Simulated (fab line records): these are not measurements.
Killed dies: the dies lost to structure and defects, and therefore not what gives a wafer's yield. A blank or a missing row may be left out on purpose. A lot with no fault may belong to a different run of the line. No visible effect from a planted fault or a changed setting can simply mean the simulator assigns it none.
What tool caused it?    flow berkeleyCmos170    7 lots with 21 wafers sampled at 3 steps, on a route of 331 steps

## WHAT EACH GAUGE READ, for each wafer
UCB170_V2_CD_MEAS_90 targets a cd of 700 nm.
lot   measured      on        cdNm (nm)
L214  day 9 03:11   cdSem-02  701.0 701.8 702.9
L213  day 9 04:47   cdSem-01  700.8 700.7 701.7
L216  day 9 23:52   cdSem-01  701.6 702.8 702.9
L221  day 10 10:53  cdSem-02  698.5 699.0 698.9
L220  day 10 12:29  cdSem-01  700.4 700.2 701.1
L226  day 11 19:19  cdSem-02  698.8 698.8 699.9
L231  day 13 04:13  cdSem-02  699.3 700.5 700.6

## WHAT TOOL EACH LOT RAN ON (gives the tool, then ch and the chambers of the sampled wafers, and finally the start)
lot   UCB170_CONTACT_ETCH_17             UCB170_M1_ETCH_11
L214  rieDiel-04 ch 0,1,2, day 8 15:30   rieDiel-03 ch 0,1,3, day 8 17:27
L213  rieDiel-04 ch 0,1,2, day 8 16:20   rieDiel-01 ch 1,2,3, day 8 18:25
L216  rieDiel-04 ch 0,2,3, day 9 10:35   rieDiel-01 ch 0,1, day 9 13:25
L221  rieDiel-03 ch 0,1,2, day 9 19:43   rieDiel-02 ch 1,2,3, day 9 21:48
L220  rieDiel-03 ch 0,2,3, day 9 21:41   rieDiel-01 ch 0,2, day 10 00:20
L226  rieDiel-01 ch 0,2,3, day 11 06:53  rieDiel-01 ch 0,3, day 11 08:49
L231  rieDiel-03 ch 0,1,2, day 12 14:41  rieDiel-03 ch 1,2,3, day 12 16:40
- UCB170_CONTACT_ETCH_17: etches BARC in N2/H2.
- UCB170_M1_ETCH_11: etches BARC in N2/H2.

## THE ANSWER, worked out from the rows above alone
Rule: the lots themselves supply what counts as usual. The widest of any qualifying gaps counts: lots, ordered by their means at a reading, are off when they make up no more than a third of the lots, leave a main group of 4 or more, and stand apart from it by 3 or more times the standard deviation of that group's means. If all means in a main group match to the digits the tables above print for the reading, that group is not used. Also off: a lot with no number at a reading for which 4 or more lots have one. Where the step has rows for the other lots, those lots are counted as sound.
None of the lots is off at any reading shown; this tells nothing.

## WHAT THE SIMULATOR HAD PUT IN
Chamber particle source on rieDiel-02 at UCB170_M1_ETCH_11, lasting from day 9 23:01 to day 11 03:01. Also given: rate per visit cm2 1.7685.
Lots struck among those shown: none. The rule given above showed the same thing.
